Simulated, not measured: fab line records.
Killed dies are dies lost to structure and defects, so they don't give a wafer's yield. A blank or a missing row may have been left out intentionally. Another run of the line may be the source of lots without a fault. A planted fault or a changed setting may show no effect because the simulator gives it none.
Split-lot study | flow ritCmos | 20 wafers read across 5 lots, on a route 202 steps long

THE SPLIT ITSELF
At RIT_SILICIDE_WET_ETCH_00 (etches SiO2 in BOE, target depth 14 nm, time 15 s), the setting timeS was moved away from the recipe's 15 s on 2 of the 20 wafers read, by -12.1%. For the rest of the wafers, this setting stayed at what the recipe calls for.

FROM THE SPLIT TO THE READING: what the file shows between them, 13 steps
- RIT_CONTACT_DEVELOP_07: develop time 120 s (also split here: developTimeS)
- RIT_CONTACT_CD_MEAS_08: target cd 1000 nm
- RIT_CONTACT_HARDBAKE_10: time 60 s
- RIT_CONTACT_ETCH_11: etches SiO2 in CHF3/CF4/Ar, stops on TiSi2, target depth 480 nm, time 320 s
- RIT_CONTACT_STRIP_12: strips in O2, time 180 s
- RIT_CONTACT_CD_MEAS_90: target cd 1000 nm
- RIT_M1_DEVELOP_08: develop time 68 s (also split here: developTimeS)
- RIT_M1_CD_MEAS_09: target cd 2600 nm
- RIT_M1_METAL_ETCH_12: etches Al in Cl2/BCl3, stops on SiO2, time 165 s, target depth 600 nm (also split here: overEtchFrac)
- RIT_M1_STRIP_13: strips in nmp, time 600 s
- RIT_M1_STRIP_14: strips in O2, time 180 s
- RIT_M1_CD_MEAS_90: target cd 2600 nm
- RIT_M1_ANNEAL_15: time 1800 s

THE READING
The simulator's own value etest.pplusSal.widthNm, read by no gauge, in nm at RIT_M1_PROBE_99. There is no usual value for it anywhere in the file. Here, 18 wafers ran the recipe; their average is 3424 nm with a standard deviation of 40 nm.

wafer  | tool, chamber at the split | timeS as run, s | against the recipe | etest.pplusSal.widthNm, nm | against lot-mates on the recipe
L074.1 | wetBench-01, 1             | 15              | recipe             | 3425                       | -
L074.2 | wetBench-01, 1             | 15              | recipe             | 3431                       | -
L074.4 | wetBench-01, 1             | 15              | recipe             | 3438                       | -
L076.1 | -, -                       | 15              | recipe             | 3454                       | -
L076.2 | -, -                       | 15              | recipe             | 3480                       | -
L076.4 | -, -                       | 15              | recipe             | 3504                       | -
L076.5 | -, -                       | 15              | recipe             | 3482                       | -
L076.6 | -, -                       | 15              | recipe             | 3455                       | -
L078.1 | -, -                       | 15              | recipe             | 3356                       | -
L078.2 | -, -                       | 15              | recipe             | 3386                       | -
L078.3 | -, -                       | 15              | recipe             | 3377                       | -
L078.4 | -, -                       | 15              | recipe             | 3365                       | -
L078.5 | -, -                       | 15              | recipe             | 3426                       | -
L084.1 | -, -                       | 13.19           | -12.1%             | 3984                       | no lot-mate on the recipe
L084.5 | -, -                       | 13.19           | -12.1%             | 3975                       | no lot-mate on the recipe
L085.1 | -, -                       | 15              | recipe             | 3404                       | -
L085.2 | -, -                       | 15              | recipe             | 3401                       | -
L085.3 | -, -                       | 15              | recipe             | 3403                       | -
L085.5 | -, -                       | 15              | recipe             | 3421                       | -
L085.6 | -, -                       | 15              | recipe             | 3421                       | -

FIT RESULTS
A straight line over all 20 wafers: etest.pplusSal.widthNm changes by -46 nm for each +1% of timeS; r = -0.98; the points scatter about the line by 40 nm.
Too few moved wafers have a lot-mate on the recipe to fit a line with each lot's own level taken away.

THE WHOLE CHAIN: every reading that the file lists as answering this split, in the file's order
step            | what it does | reading                                                                 | change (the file's fit)            | r (the file's)
RIT_M1_PROBE_99 |              | etest.nplusSal.widthNm (the simulator's own value, which no gauge read) | -46 nm for each +1% of the setting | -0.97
RIT_M1_PROBE_99 |              | etest.pplusSal.widthNm (the simulator's own value, which no gauge read) | -46 nm for each +1% of the setting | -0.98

FILE'S OWN FIT
etest.pplusSal.widthNm changes by -46 nm for each +1% of timeS, r = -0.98.
